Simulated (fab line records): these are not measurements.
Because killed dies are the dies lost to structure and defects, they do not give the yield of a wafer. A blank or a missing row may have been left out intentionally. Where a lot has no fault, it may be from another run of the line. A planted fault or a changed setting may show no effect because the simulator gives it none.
fab line records -- flow berkeleyCmos170
record: lots: 6, wafers: 18, lastDay: 11
route steps=331 shown CONTACT@226 M1@238
lots that met no fault: from a run of the same line without faults
startH: hours from the record's opening day to when the first of the lot's shown wafers began -- waitH: how many hours have passed since the lot's step before this one -- " the same as in the row above -- L1.1+2: a row that stands for several wafers -- - no value, or no start given -- * or withheld: withheld -- < > ~ a bound
route shown NAME@n: NAME is a module with steps in the file, n the number in the route of the first one -- usual: the fault-free wafers' mean and standard deviation -- same: alike in all rows -- chamber/n: place in a boat -- sites: per-site readings -- _std_site: the standard deviation of these -- _edge_site: the outer-site mean with the inner-site mean subtracted -- radiusMm: how far each site lies from the wafer's centre -- mask NAME#n: copy n -- behind: the most recent tool/chamber to have shaped the wafer -- hold: why the lot went on hold/how many hours it stayed there/how the hold came to an end -- device: the n, p or np transistor that did not switch -- end of line: the same wafers' tests at the end of the route -- a step with no rows: only its recipe -- killed: dies that structure and defects cost at the first sort, which is not the same as the wafer's yield -- map: a wafer's dies, x killed, . not, _ none there
set.NAME: the run value of the setting; set.NAME@STEP: its run value at that earlier step -- model.NAME: the simulator's own value behind a step, which no gauge read
a table for each step, a row for each wafer; lots at some steps of the route
services: the hour from which a tool's chamber was out of use, counted from the record's first day as startH (under 0 if before that day), plus the number of hours and why
== steps ==
step: UCB170_CONTACT_COAT_10
recipe: resist: KrF, spinRpm: 1500, resistThkNm: 900
step: UCB170_CONTACT_SOFTBAKE_11
recipe: resist: KrF, tempC: 130, timeS: 60
step: UCB170_CONTACT_EXPOSE_12
recipe: maskId: CONT, targetCdNm: 700, na: 0.5, sigmaOuter: 0.6, sourceShape: conventional, doseMj: 34.6
step: UCB170_CONTACT_PEB_13
recipe: pebTempC: 130, pebTimeS: withheld, resist: KrF
step: UCB170_CONTACT_DEVELOP_14
recipe: developer: TMAH, developTimeS: 45, resist: KrF, devTempC: 21
step: UCB170_CONTACT_CD_MEAS_15
recipe: targetCdNm: 700
usual: cdNm: 699.5/1.5
lot.wafer,tool,chamber,startH,waitH,cdNm
L648.3,cdSem-02,-,138.82,-,701.3
L648.4,cdSem-02,-,138.82,-,701.4
L648.5,cdSem-02,-,138.82,-,702.1
L653.1,cdSem-02,-,170.47,-,697.3
L653.2,cdSem-02,-,170.47,-,699.3
L653.3,cdSem-02,-,170.47,-,698.3
L663.1,cdSem-02,-,221.67,-,698.0
L663.3,cdSem-02,-,221.67,-,697.6
L663.5,cdSem-02,-,221.67,-,697.6
L665.1,cdSem-02,-,239.84,-,699.7
L665.2,cdSem-02,-,239.84,-,699.5
L665.4,cdSem-02,-,239.84,-,699.1
L669.1,cdSem-02,-,251.99,-,703.1
L669.4,cdSem-02,-,251.99,-,701.8
L669.5,cdSem-02,-,251.99,-,702.4
L670.1,cdSem-02,-,254.53,-,700.8
L670.3,cdSem-02,-,254.53,-,701.4
L670.4,cdSem-02,-,254.53,-,700.7
step: UCB170_CONTACT_OVL_MEAS_16
usual: CONTACT_OVL: -3/4
lot.wafer,tool,chamber,startH,waitH,CONTACT_OVL[nm]
L648.3,overlay-02,-,138.91,0.1,-3
L648.4,overlay-02,-,138.91,0.1,-2
L648.5,overlay-02,-,138.91,0.1,-2
L653.1,overlay-01,-,170.59,0.1,0
L653.2,overlay-01,-,170.59,0.1,-1
L653.3,overlay-01,-,170.59,0.1,-2
L663.1,overlay-02,-,221.79,0.1,-10
L663.3,overlay-02,-,221.79,0.1,-8
L663.5,overlay-02,-,221.79,0.1,-8
L665.1,overlay-01,-,239.96,0.1,-5
L665.2,overlay-01,-,239.96,0.1,-3
L665.4,overlay-01,-,239.96,0.1,6
L669.1,overlay-02,-,252.11,0.1,0
L669.4,overlay-02,-,252.11,0.1,0
L669.5,overlay-02,-,252.11,0.1,1
L670.1,overlay-01,-,254.65,0.1,-4
L670.3,overlay-01,-,254.65,0.1,-5
L670.4,overlay-01,-,254.65,0.1,-9
step: UCB170_CONTACT_ETCH_17
recipe: chemistry: N2/H2, targetDepthA: withheld, overetchA: withheld, target: BARC, timeS: withheld, sourceW: 500, biasW: 100, pressureMtorr: 30, n2FlowSccm: 100, h2FlowSccm: 200
usual: drypumpMotorCurrentA: 5.7/0.43, h2FlowSccm: 199.9/0.62, oesProductAu: 1.007/0.012, throttleValvePct: 13.28/0.24
lot.wafer,tool,chamber,startH,waitH,drypumpMotorCurrentA,h2FlowSccm,oesProductAu,throttleValvePct
L648.3,rieDiel-01,0,138.93,0.0,5.5,200.1,1.015,13.33
L648.4,rieDiel-01,1,138.93,0.0,5.4,199.0,0.979,13.43
L648.5,rieDiel-01,1,138.93,0.0,5.4,199.4,0.996,13.42
L653.1,rieDiel-04,0,170.63,0.0,6.0,200.6,1.023,13.31
L653.2,rieDiel-04,3,170.63,0.0,5.1,200.9,1.005,13.37
L653.3,rieDiel-04,2,170.63,0.0,5.5,199.9,1.021,13.58
L663.1,rieDiel-04,2,221.82,0.0,5.6,199.7,1.014,13.59
L663.3,rieDiel-04,1,221.82,0.0,5.8,198.8,1.000,13.46
L663.5,rieDiel-04,1,221.82,0.0,5.8,199.5,1.004,13.44
L665.1,rieDiel-02,3,239.99,0.0,5.5,199.5,0.998,13.04
L665.2,rieDiel-02,1,239.99,0.0,5.3,199.8,1.016,12.90
L665.4,rieDiel-02,0,239.99,0.0,5.7,200.1,0.986,13.48
L669.1,rieDiel-04,1,252.14,0.0,5.9,200.2,1.019,13.48
L669.4,rieDiel-04,1,252.14,0.0,5.9,199.6,1.018,13.46
L669.5,rieDiel-04,2,252.14,0.0,5.6,200.1,1.028,13.58
L670.1,rieDiel-04,0,254.69,0.0,6.0,200.8,1.007,13.32
L670.3,rieDiel-04,1,254.69,0.0,5.9,199.2,1.017,13.46
L670.4,rieDiel-04,1,254.69,0.0,5.9,199.7,1.013,13.47
step: UCB170_CONTACT_ETCH_18
recipe: chemistry: CHF3/CF4/Ar, target: PSG, stopOn: TiSi2, CHF3_flow_sccm: 45, cf4FlowSccm: 15, Ar_flow_sccm: 150, pressureMtorr: 200, rfW: 700, targetDepthA: 8400, overEtchFrac: 0.2, timeS: 195
usual: CHF3_flow_sccm: 44.99/0.14, drypumpMotorCurrentA: 5.7/0.43, oesProductAu: 0.899/0.01, throttleValvePct: 6.89/0.12
lot.wafer,tool,chamber,startH,waitH,CHF3_flow_sccm,drypumpMotorCurrentA,oesProductAu,rfHoursCounterH,throttleValvePct
L648.3,rieDiel-01,0,-,-,45.04,5.5,0.899,64,6.88
L648.4,rieDiel-01,1,-,-,44.95,5.4,0.887,1,6.91
L648.5,rieDiel-01,1,-,-,44.90,5.4,0.897,-,6.91
L653.1,rieDiel-04,0,-,-,44.81,6.0,0.903,128,6.85
L653.2,rieDiel-04,3,-,-,45.20,5.1,0.922,135,6.95
L653.3,rieDiel-04,2,-,-,44.93,5.6,0.899,8,7.07
L663.1,rieDiel-04,2,-,-,44.62,5.6,0.900,11,7.06
L663.3,rieDiel-04,1,-,-,44.87,5.8,0.910,3,6.94
L663.5,rieDiel-04,1,-,-,44.96,5.9,0.899,-,6.96
L665.1,rieDiel-02,3,-,-,44.91,5.4,0.909,112,6.77
L665.2,rieDiel-02,1,-,-,44.99,5.3,0.892,10,6.73
L665.4,rieDiel-02,0,-,-,44.97,5.7,0.895,3,7.04
L669.1,rieDiel-04,1,-,-,45.14,5.9,0.898,5,6.96
L669.4,rieDiel-04,1,-,-,44.92,5.9,0.896,-,6.95
L669.5,rieDiel-04,2,-,-,44.98,5.6,0.900,-,7.07
L670.1,rieDiel-04,0,-,-,45.04,6.0,0.902,133,6.86
L670.3,rieDiel-04,1,-,-,45.24,5.9,0.906,5,6.96
L670.4,rieDiel-04,1,-,-,45.16,5.9,0.898,-,6.96
step: UCB170_CONTACT_STRIP_19
recipe: chemistry: O2, powerW: 400, pressureMtorr: 3500, platenTempC: withheld, o2FlowSccm: 400, overashFraction: 0.5
usual: drypumpMotorCurrentA: 5.7/0.61, oesProductAu: 0.725/0.0045
lot.wafer,tool,chamber,startH,waitH,drypumpMotorCurrentA,oesProductAu,rfHoursCounterH
L648.3,plasmaAsher-03,0,139.13,-,5.4,0.724,-
L648.4,plasmaAsher-03,1,139.13,-,6.2,0.716,-
L648.5,plasmaAsher-03,0,139.13,-,5.4,0.725,-
L653.1,plasmaAsher-03,0,170.79,-,5.4,0.732,38
L653.2,plasmaAsher-03,1,170.79,-,6.3,0.714,38
L653.3,plasmaAsher-03,0,170.79,-,5.4,0.727,-
L663.1,plasmaAsher-03,1,221.99,-,6.2,0.728,44
L663.3,plasmaAsher-03,0,221.99,-,5.4,0.716,-
L663.5,plasmaAsher-03,0,221.99,-,5.4,0.730,-
L665.1,plasmaAsher-01,0,240.16,-,6.5,0.718,13
L665.2,plasmaAsher-01,1,240.16,-,5.3,0.722,13
L665.4,plasmaAsher-01,0,240.16,-,6.5,0.726,-
L669.1,plasmaAsher-03,1,252.31,-,6.2,0.727,47
L669.4,plasmaAsher-03,1,252.31,-,6.2,0.724,-
L669.5,plasmaAsher-03,1,252.31,-,6.2,0.728,-
L670.1,plasmaAsher-01,1,254.85,-,5.4,0.721,15
L670.3,plasmaAsher-01,0,254.85,-,6.5,0.725,-
L670.4,plasmaAsher-01,1,254.85,-,5.4,0.720,-
step: UCB170_CONTACT_CD_MEAS_90
recipe: targetCdNm: 700
usual: cdNm: 699.2/1.5
lot.wafer,tool,chamber,startH,waitH,cdNm
L648.3,cdSem-01,-,139.24,0.1,700.6
L648.4,cdSem-01,-,139.24,0.1,701.3
L648.5,cdSem-01,-,139.24,0.1,702.2
L653.1,cdSem-01,-,170.89,0.1,696.6
L653.2,cdSem-01,-,170.89,0.1,697.6
L653.3,cdSem-01,-,170.89,0.1,698.1
L663.1,cdSem-01,-,222.09,0.1,698.5
L663.3,cdSem-01,-,222.09,0.1,698.7
L663.5,cdSem-01,-,222.09,0.1,697.8
L665.1,cdSem-01,-,240.26,0.1,699.6
L665.2,cdSem-01,-,240.26,0.1,698.9
L665.4,cdSem-01,-,240.26,0.1,698.4
L669.1,cdSem-02,-,252.41,0.1,702.3
L669.4,cdSem-02,-,252.41,0.1,701.6
L669.5,cdSem-02,-,252.41,0.1,702.0
L670.1,cdSem-01,-,254.95,0.1,700.3
L670.3,cdSem-01,-,254.95,0.1,701.3
L670.4,cdSem-01,-,254.95,0.1,700.8
step: UCB170_CONTACT_CLEAN_20
recipe: chemistry: SPM, tempC: 120, timeS: 600
step: UCB170_M1_SPUTTER_00
recipe: material: Al, targetThkNm: 600, timeS: 80, powerW: 6000, chamberPressurePa: 0.5
usual: throttleValvePct: 30.5/1
lot.wafer,tool,chamber,startH,waitH,throttleValvePct
L648.3,pvdSputter-03,-,139.51,0.0,32.1
L648.4,pvdSputter-03,-,139.51,0.0,29.3
L648.5,pvdSputter-03,-,139.51,0.0,29.7
L653.1,pvdSputter-01,-,171.23,0.0,30.6
L653.2,pvdSputter-01,-,171.23,0.0,28.2
L653.3,pvdSputter-01,-,171.23,0.0,31.7
L653.1,pvdSputter-01,-,171.45,0.2,30.8
L653.2,pvdSputter-01,-,171.45,0.2,28.3
L653.3,pvdSputter-01,-,171.45,0.2,31.4
L663.1,pvdSputter-01,-,222.39,0.0,30.2
L663.3,pvdSputter-01,-,222.39,0.0,28.5
L663.5,pvdSputter-01,-,222.39,0.0,30.1
L663.1,pvdSputter-01,-,222.61,0.2,30.1
L663.3,pvdSputter-01,-,222.61,0.2,28.5
L663.5,pvdSputter-01,-,222.61,0.2,30.3
L665.1,pvdSputter-02,-,240.57,0.0,31.4
L665.2,pvdSputter-02,-,240.57,0.0,30.6
L665.4,pvdSputter-02,-,240.57,0.0,30.3
L669.1,pvdSputter-03,-,252.72,0.0,29.7
L669.4,pvdSputter-03,-,252.72,0.0,31.0
L669.5,pvdSputter-03,-,252.72,0.0,29.9
L670.1,pvdSputter-02,-,256.12,0.0,30.2
L670.3,pvdSputter-02,-,256.12,0.0,30.8
L670.4,pvdSputter-02,-,256.12,0.0,31.2
step: UCB170_M1_RS_MEAS_01
recipe: thkMeasGauge: four-point-probe, reads: Al_of_M1_SPUTTER_00
usual: M1_AL_RS: 0.0483/0.00044
lot.wafer,tool,chamber,startH,waitH,M1_AL_RS[ohm/sq]
L648.3,filmMetro-03,-,139.61,0.1,0.0486
L648.4,filmMetro-03,-,139.61,0.1,0.0477
L648.5,filmMetro-03,-,139.61,0.1,0.0481
L653.1,filmMetro-04,-,171.51,0.0,0.0237
L653.2,filmMetro-04,-,171.51,0.0,0.0239
L653.3,filmMetro-04,-,171.51,0.0,0.0236
L663.1,filmMetro-04,-,222.67,0.0,0.0240
L663.3,filmMetro-04,-,222.67,0.0,0.0243
L663.5,filmMetro-04,-,222.67,0.0,0.0239
L665.1,filmMetro-02,-,240.63,0.0,0.0476
L665.2,filmMetro-02,-,240.63,0.0,0.0479
L665.4,filmMetro-02,-,240.63,0.0,0.0480
L669.1,filmMetro-03,-,252.78,0.0,0.0484
L669.4,filmMetro-03,-,252.78,0.0,0.0483
L669.5,filmMetro-03,-,252.78,0.0,0.0486
L670.1,filmMetro-04,-,256.18,0.0,0.0486
L670.3,filmMetro-04,-,256.18,0.0,0.0483
L670.4,filmMetro-04,-,256.18,0.0,0.0484
step: UCB170_M1_THK_MEAS_02
recipe: thkMeasGauge: xrf, reads: Al_of_M1_SPUTTER_00
usual: M1_AL_THK: 606/5.5
lot.wafer,tool,chamber,startH,waitH,M1_AL_THK[nm]
L648.3,filmMetro-03,-,139.71,0.1,602
L648.4,filmMetro-03,-,139.71,0.1,615
L648.5,filmMetro-03,-,139.71,0.1,606
L653.1,filmMetro-04,-,171.63,0.1,1223
L653.2,filmMetro-04,-,171.63,0.1,1219
L653.3,filmMetro-04,-,171.63,0.1,1231
L663.1,filmMetro-04,-,222.79,0.1,1214
L663.3,filmMetro-04,-,222.79,0.1,1201
L663.5,filmMetro-04,-,222.79,0.1,1211
L665.1,filmMetro-02,-,240.75,0.1,614
L665.2,filmMetro-02,-,240.75,0.1,612
L665.4,filmMetro-02,-,240.75,0.1,611
L669.1,filmMetro-03,-,252.90,0.1,608
L669.4,filmMetro-03,-,252.90,0.1,608
L669.5,filmMetro-03,-,252.90,0.1,604
L670.1,filmMetro-04,-,256.30,0.1,601
L670.3,filmMetro-04,-,256.30,0.1,608
L670.4,filmMetro-04,-,256.30,0.1,604
step: UCB170_M1_COAT_03
recipe: resist: BARC, tempC: withheld, timeS: withheld, spinRpm: 3000, resistThkNm: withheld
step: UCB170_M1_COAT_04
recipe: resist: KrF, spinRpm: 1500, resistThkNm: 900
step: UCB170_M1_SOFTBAKE_05
recipe: resist: KrF, tempC: 130, timeS: 60
step: UCB170_M1_EXPOSE_06
recipe: maskId: METAL1, targetCdNm: 700, na: 0.5, sigmaOuter: 0.6, sourceShape: conventional, doseMj: 21
step: UCB170_M1_PEB_07
recipe: pebTempC: 130, pebTimeS: withheld, resist: KrF
step: UCB170_M1_DEVELOP_08
recipe: developer: TMAH, developTimeS: 45, resist: KrF, devTempC: 21
step: UCB170_M1_CD_MEAS_09
recipe: targetCdNm: 700
usual: cdNm: 700.0/1.5
lot.wafer,tool,chamber,startH,waitH,cdNm
L648.3,cdSem-02,-,141.44,-,700.9
L648.4,cdSem-02,-,141.44,-,700.6
L648.5,cdSem-02,-,141.44,-,700.1
L653.1,cdSem-02,-,172.97,-,700.4
L653.2,cdSem-02,-,172.97,-,700.3
L653.3,cdSem-02,-,172.97,-,700.0
L663.1,cdSem-01,-,224.03,-,699.8
L663.3,cdSem-01,-,224.03,-,698.4
L663.5,cdSem-01,-,224.03,-,698.3
L665.1,cdSem-01,-,242.71,-,699.2
L665.2,cdSem-01,-,242.71,-,699.2
L665.4,cdSem-01,-,242.71,-,698.4
L669.1,cdSem-01,-,254.13,-,700.9
L669.4,cdSem-01,-,254.13,-,700.2
L669.5,cdSem-01,-,254.13,-,700.9
L670.1,cdSem-02,-,257.59,-,698.9
L670.3,cdSem-02,-,257.59,-,700.8
L670.4,cdSem-02,-,257.59,-,699.1
step: UCB170_M1_OVL_MEAS_10
usual: M1_OVL: -4/5.3
lot.wafer,tool,chamber,startH,waitH,M1_OVL[nm]
L648.3,overlay-01,-,141.53,0.1,-7
L648.4,overlay-01,-,141.53,0.1,-2
L648.5,overlay-01,-,141.53,0.1,-10
L653.1,overlay-01,-,173.09,0.1,-5
L653.2,overlay-01,-,173.09,0.1,-14
L653.3,overlay-01,-,173.09,0.1,-4
L663.1,overlay-01,-,224.15,0.1,-3
L663.3,overlay-01,-,224.15,0.1,-5
L663.5,overlay-01,-,224.15,0.1,2
L665.1,overlay-02,-,242.83,0.1,6
L665.2,overlay-02,-,242.83,0.1,3
L665.4,overlay-02,-,242.83,0.1,0
L669.1,overlay-01,-,254.25,0.1,-7
L669.4,overlay-01,-,254.25,0.1,3
L669.5,overlay-01,-,254.25,0.1,-2
L670.1,overlay-02,-,257.71,0.1,-9
L670.3,overlay-02,-,257.71,0.1,-7
L670.4,overlay-02,-,257.71,0.1,-8
step: UCB170_M1_ETCH_11
recipe: chemistry: N2/H2, targetDepthA: withheld, overetchA: withheld, target: BARC, timeS: withheld, sourceW: 500, biasW: 100, pressureMtorr: 30, n2FlowSccm: 100, h2FlowSccm: 200
usual: drypumpMotorCurrentA: 5.7/0.42, h2FlowSccm: 199.9/0.69, oesProductAu: 1.008/0.014, throttleValvePct: 13.27/0.24
lot.wafer,tool,chamber,startH,waitH,drypumpMotorCurrentA,h2FlowSccm,oesProductAu,throttleValvePct
L648.3,rieDiel-03,0,141.56,0.0,4.9,201.0,0.997,13.34
L648.4,rieDiel-03,3,141.56,0.0,5.9,199.5,0.985,13.42
L648.5,rieDiel-03,3,141.56,0.0,5.9,199.3,0.999,13.39
L653.1,rieDiel-01,1,173.13,0.0,5.4,198.9,0.987,13.42
L653.2,rieDiel-01,0,173.13,0.0,5.5,201.1,0.999,13.30
L653.3,rieDiel-01,2,173.13,0.0,6.5,200.9,1.009,12.89
L663.1,rieDiel-04,1,224.19,0.0,5.8,200.1,1.008,13.47
L663.3,rieDiel-04,3,224.19,0.0,5.1,199.9,1.009,13.38
L663.5,rieDiel-04,1,224.19,0.0,5.9,200.4,1.013,13.47
L665.1,rieDiel-01,2,242.87,0.0,6.6,198.5,1.019,12.90
L665.2,rieDiel-01,3,242.87,0.0,5.8,200.3,1.016,12.92
L665.4,rieDiel-01,1,242.87,0.0,5.4,199.2,1.001,13.43
L669.1,rieDiel-01,1,254.28,0.0,5.4,200.5,0.996,13.44
L669.4,rieDiel-01,3,254.28,0.0,5.8,201.6,1.030,12.91
L669.5,rieDiel-01,1,254.28,0.0,5.4,199.5,0.991,13.40
L670.1,rieDiel-03,0,257.75,0.0,4.9,198.5,1.007,13.34
L670.3,rieDiel-03,2,257.75,0.0,5.9,200.6,1.032,12.88
L670.4,rieDiel-03,1,257.75,0.0,5.6,199.7,1.010,13.56
step: UCB170_M1_METAL_ETCH_12
recipe: chemistry: Cl2/BCl3, target: Al, stopOn: PSG, pressureMtorr: 12, targetDepthA: 7800, overEtchFrac: 0.3, timeS: 130, icpW: 600, biasW: 117.2, Cl2_flow_sccm: 90, bcl3FlowSccm: 45
usual: drypumpMotorCurrentA: 5.7/0.49, oesProductAu: 0.859/0.013, throttleValvePct: 24.36/0.15
lot.wafer,tool,chamber,startH,waitH,drypumpMotorCurrentA,oesProductAu,rfHoursCounterH,throttleValvePct,model.etch.depthNm,model.M1.featureDepthNm
L648.3,rieMetal-03,1,141.65,-,5.7,0.829,-,24.26,599.8,637
L648.4,rieMetal-03,0,141.65,-,6.6,0.866,-,24.52,610.8,646.6
L648.5,rieMetal-03,1,141.65,-,5.8,0.852,-,24.25,607.2,644
L653.1,rieMetal-04,0,173.17,-,5.1,1.015,7,24.15,801.1,801.1
L653.2,rieMetal-04,0,173.17,-,5.1,1.020,-,24.14,801,801
L653.3,rieMetal-04,0,173.17,-,5.1,1.018,-,24.16,799,799
L663.1,rieMetal-04,1,224.23,-,5.2,0.957,1,24.16,757.9,757.9
L663.3,rieMetal-04,1,224.23,-,5.2,0.951,-,24.17,755.9,755.9
L663.5,rieMetal-04,1,224.23,-,5.2,0.954,-,24.18,762.3,762.3
L665.1,rieMetal-04,0,242.91,-,5.1,0.869,9,24.25,611.7,650.2
L665.2,rieMetal-04,1,242.91,-,5.2,0.835,2,24.23,608.6,645
L665.4,rieMetal-04,1,242.91,-,5.2,0.844,-,24.23,606.6,643.3
L669.1,rieMetal-03,0,254.32,-,6.6,0.857,5,24.50,603.7,640
L669.4,rieMetal-03,1,254.32,-,5.7,0.858,-,24.41,604.2,642
L669.5,rieMetal-03,0,254.32,-,6.6,0.861,-,24.50,600,636.2
L670.1,rieMetal-02,0,257.79,-,5.9,0.872,16,24.24,599,634.7
L670.3,rieMetal-02,0,257.79,-,5.9,0.884,-,24.25,601.8,637.7
L670.4,rieMetal-02,1,257.79,-,5.8,0.860,-,24.65,602.3,638.5
step: UCB170_M1_STRIP_13
recipe: chemistry: O2, powerW: 400, pressureMtorr: 3500, platenTempC: withheld, o2FlowSccm: 400, overashFraction: 0.5
usual: drypumpMotorCurrentA: 5.6/0.5, oesProductAu: 0.720/0.0047
lot.wafer,tool,chamber,startH,waitH,drypumpMotorCurrentA,oesProductAu,rfHoursCounterH
L648.3,plasmaAsher-03,1,141.77,0.1,6.3,0.717,-
L648.4,plasmaAsher-03,0,141.77,0.1,5.4,0.720,-
L648.5,plasmaAsher-03,0,141.77,0.1,5.4,0.726,-
L653.1,plasmaAsher-04,1,173.44,0.2,6.0,0.724,49
L653.2,plasmaAsher-04,0,173.44,0.2,4.7,0.720,49
L653.3,plasmaAsher-04,1,173.44,0.2,6.0,0.728,-
L663.1,plasmaAsher-03,0,224.37,0.1,5.4,0.715,44
L663.3,plasmaAsher-03,1,224.37,0.1,6.2,0.721,-
L663.5,plasmaAsher-03,0,224.37,0.1,5.4,0.706,-
L665.1,plasmaAsher-04,0,243.04,0.1,4.7,0.714,57
L665.2,plasmaAsher-04,1,243.04,0.1,6.0,0.713,57
L665.4,plasmaAsher-04,1,243.04,0.1,6.0,0.724,-
L669.1,plasmaAsher-03,0,254.46,0.1,5.4,0.719,47
L669.4,plasmaAsher-03,1,254.46,0.1,6.2,0.722,-
L669.5,plasmaAsher-03,0,254.46,0.1,5.4,0.715,-
L670.1,plasmaAsher-02,1,257.92,0.1,5.8,0.721,57
L670.3,plasmaAsher-02,0,257.92,0.1,5.2,0.731,-
L670.4,plasmaAsher-02,1,257.92,0.1,5.8,0.723,-
== services ==
tool,chamber,startH,hours,kind
rieDiel-01,-,115.14,0.5,repair
rieMetal-04,-,120.42,2.8,pm
rieMetal-03,-,129.21,2.8,pm
pvdSputter-01,-,141.50,9.6,repair
rieDiel-02,0,151.23,7.4,repair
rieDiel-04,1,154.39,-,clean
rieDiel-04,1,154.39,17.6,scheduledDown
rieDiel-04,1,154.39,17.6,ventCycle
plasmaAsher-01,-,163.42,2.4,repair
rieMetal-03,0,170.41,6.3,repair
rieDiel-02,3,175.74,15.9,repair
rieMetal-03,-,176.71,1.4,pm
rieDiel-04,1,183.42,1.3,repair
pvdSputter-01,-,183.60,3.2,repair
rieMetal-04,-,191.22,0.3,repair
rieMetal-02,1,199.88,11.0,repair
rieDiel-04,0,220.58,2.3,repair
rieDiel-01,3,224.27,3.8,repair
pvdSputter-02,-,224.71,1.8,repair
rieDiel-03,2,232.62,4.2,repair
rieMetal-02,-,249.63,1.4,pm
plasmaAsher-01,-,253.97,0.8,repair
plasmaAsher-04,-,255.20,1.5,repair
rieDiel-04,-,255.37,2.8,pm
== key ==
firstSign: step: UCB170_M1_SPUTTER_00, reading: visit, direction: added
effect: step: UCB170_M1_RS_MEAS_01, reading: M1_AL_RS, direction: down, sigmas: 55, usual: 0.0483, struck: 0.0239
effect: step: UCB170_M1_THK_MEAS_02, reading: M1_AL_THK, direction: up, sigmas: 99+, usual: 606, struck: 1216
effect: step: UCB170_M1_METAL_ETCH_12, reading: oesProductAu, direction: up, sigmas: 9.8, usual: 0.859, struck: 0.986
modelEffect: step: UCB170_M1_METAL_ETCH_12, value: etch.depthNm, without: 603.8, struck: 779.5
metAt UCB170_M1_SPUTTER_00
struckWafers L653.1,L653.2,L653.3,L663.1,L663.3,L663.5
laterRowsLeftOut L653.1,L653.2,L653.3,L663.1,L663.3,L663.5
sortLeftOut L653.1,L653.2,L653.3,L663.1,L663.3,L663.5
fault: kind: repeatedStepWhole, tool: pvdSputter-01,pvdSputter-02,pvdSputter-03, chamber: -, onsetH: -, steps: UCB170_M1_SPUTTER_00, times: 1, scope: struckLotsOnly
sortLeftOut: the simulated sort isn't trusted on such a fault, so these wafers' sort isn't shown, and their yield isn't known
laterRowsLeftOut: the simulator's readings of these wafers behind a module that went badly wrong aren't trusted and aren't shown, but for the sort
